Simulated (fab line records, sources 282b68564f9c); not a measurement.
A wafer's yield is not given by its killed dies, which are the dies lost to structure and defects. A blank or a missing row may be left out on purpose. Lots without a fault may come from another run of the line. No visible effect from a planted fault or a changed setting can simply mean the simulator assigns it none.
Check of tool commonality / flow rit_cmos / Sampled: 13 lots, 39 wafers

## THE REASON FOR OPENING IT
At RIT_ACTIVE_THK_MEAS_04 the reading ACTIVE_NITRIDE_THK is flagged on 2 of 13 lots. Wafers without a fault read 150.4 nm, standard deviation 1.2.
Rule: a lot gets a flag if all its wafers with a number sit over 4 standard deviations from that mean, or if no wafer of it has a number. The other lots count as sound.

lot=L864; measured=day 1 14:53; on=film_metro-01; ACTIVE_NITRIDE_THK (nm), wafer by wafer=151.1 150.4 149.4; flag=
lot=L865; measured=day 1 19:15; on=film_metro-03; ACTIVE_NITRIDE_THK (nm), wafer by wafer=150.0 150.0 150.0; flag=
lot=L866; measured=day 2 00:14; on=film_metro-04; ACTIVE_NITRIDE_THK (nm), wafer by wafer=150.3 151.7 150.0; flag=
lot=L867; measured=day 2 04:32; on=film_metro-03; ACTIVE_NITRIDE_THK (nm), wafer by wafer=151.7 150.9 150.9; flag=
lot=L868; measured=day 2 09:32; on=film_metro-01; ACTIVE_NITRIDE_THK (nm), wafer by wafer=151.4 151.6 149.8; flag=
lot=L869; measured=day 2 14:32; on=film_metro-03; ACTIVE_NITRIDE_THK (nm), wafer by wafer=150.0 149.8 150.6; flag=
lot=L870; measured=day 2 19:32; on=film_metro-01; ACTIVE_NITRIDE_THK (nm), wafer by wafer=153.3 152.0 151.9; flag=
lot=L871; measured=day 3 00:32; on=film_metro-01; ACTIVE_NITRIDE_THK (nm), wafer by wafer=150.2 150.2 149.0; flag=
lot=L879; measured=day 4 16:33; on=film_metro-04; ACTIVE_NITRIDE_THK (nm), wafer by wafer=211.7 209.4 209.9; flag=FLAGGED
lot=L881; measured=day 5 02:32; on=film_metro-01; ACTIVE_NITRIDE_THK (nm), wafer by wafer=211.3 210.4 211.1; flag=FLAGGED
lot=L882; measured=day 5 07:32; on=film_metro-04; ACTIVE_NITRIDE_THK (nm), wafer by wafer=149.3 150.2 148.9; flag=
lot=L885; measured=day 5 22:32; on=film_metro-03; ACTIVE_NITRIDE_THK (nm), wafer by wafer=150.9 150.5 150.9; flag=
lot=L887; measured=day 6 08:32; on=film_metro-03; ACTIVE_NITRIDE_THK (nm), wafer by wafer=151.5 150.4 149.7; flag=
On average the flagged lots' numbers are 210.6 nm, which is +60.2 nm against the usual, or +50 standard deviations.

## WHICH TOOL EACH LOT WENT THROUGH
The record keeps 1 process step preceding the reading, out of 202 steps on the route. In each cell: the tool, then ch and the chambers that the sampled wafers went through, then the start.
lot=L864; flag=; RIT_ACTIVE_CVD_03=lpcvd-01 ch 1, day 1 13:28
lot=L865; flag=; RIT_ACTIVE_CVD_03=lpcvd-02 ch 0, day 1 17:07
lot=L866; flag=; RIT_ACTIVE_CVD_03=lpcvd-02 ch 0, day 1 22:07
lot=L867; flag=; RIT_ACTIVE_CVD_03=lpcvd-02 ch 0, day 2 03:07
lot=L868; flag=; RIT_ACTIVE_CVD_03=lpcvd-01 ch 0, day 2 08:07
lot=L869; flag=; RIT_ACTIVE_CVD_03=lpcvd-02 ch 1, day 2 13:07
lot=L870; flag=; RIT_ACTIVE_CVD_03=lpcvd-01 ch 1, day 2 18:07
lot=L871; flag=; RIT_ACTIVE_CVD_03=lpcvd-02 ch 0, day 2 23:07
lot=L879; flag=FLAGGED; RIT_ACTIVE_CVD_03=lpcvd-02 ch 0, day 4 15:07
lot=L881; flag=FLAGGED; RIT_ACTIVE_CVD_03=lpcvd-02 ch 0, day 5 01:07
lot=L882; flag=; RIT_ACTIVE_CVD_03=lpcvd-01 ch 1, day 5 06:07
lot=L885; flag=; RIT_ACTIVE_CVD_03=lpcvd-01 ch 1, day 5 21:07
lot=L887; flag=; RIT_ACTIVE_CVD_03=lpcvd-01 ch 0, day 6 07:07
What is done by these steps:
- RIT_ACTIVE_CVD_03: deposits Si3N4 from SiH2Cl2/NH3, target thk 150 nm, time 1500 s.
- RIT_ACTIVE_THK_MEAS_04

## FLAGGED OVER TOTAL, TOOL BY TOOL (the gauges that took the reading come last)
step=RIT_ACTIVE_CVD_03; tool=lpcvd-01; lots run=6; flagged=0; share of the flagged lots=none; sound lots run after its first flagged lot=-
step=RIT_ACTIVE_CVD_03; tool=lpcvd-02; lots run=7; flagged=2; share of the flagged lots=all; sound lots run after its first flagged lot=0
step=RIT_ACTIVE_THK_MEAS_04; tool=film_metro-01; lots run=5; flagged=1; share of the flagged lots=some; sound lots run after its first flagged lot=0
step=RIT_ACTIVE_THK_MEAS_04; tool=film_metro-03; lots run=5; flagged=0; share of the flagged lots=none; sound lots run after its first flagged lot=-
step=RIT_ACTIVE_THK_MEAS_04; tool=film_metro-04; lots run=3; flagged=1; share of the flagged lots=some; sound lots run after its first flagged lot=1 (L882)

## WHAT THE TABLE PERMITS
Rows of the table that ran each flagged lot: 1, that is lpcvd-02 at RIT_ACTIVE_CVD_03.
- lpcvd-02 at RIT_ACTIVE_CVD_03: 2 of its 7 lots flagged. A fault beginning between L871 (day 2 23:07), its last sound lot, and L879 (day 4 15:07), its first flagged one, fits the data. Its own readings (spike_tc_centre_C, spike_tc_load_C, spike_tc_source_C, susceptor_temp_C) fall more than 4 standard deviations out on all wafers of the flagged lots.
Left over: one tool, lpcvd-02 at RIT_ACTIVE_CVD_03.

## WHAT HAD BEEN PUT IN BY THE SIMULATOR
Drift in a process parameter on lpcvd-02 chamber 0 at RIT_ACTIVE_CVD_03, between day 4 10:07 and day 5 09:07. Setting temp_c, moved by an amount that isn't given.
Lots struck among those shown: L879, L881. This agrees with what the rule above found.
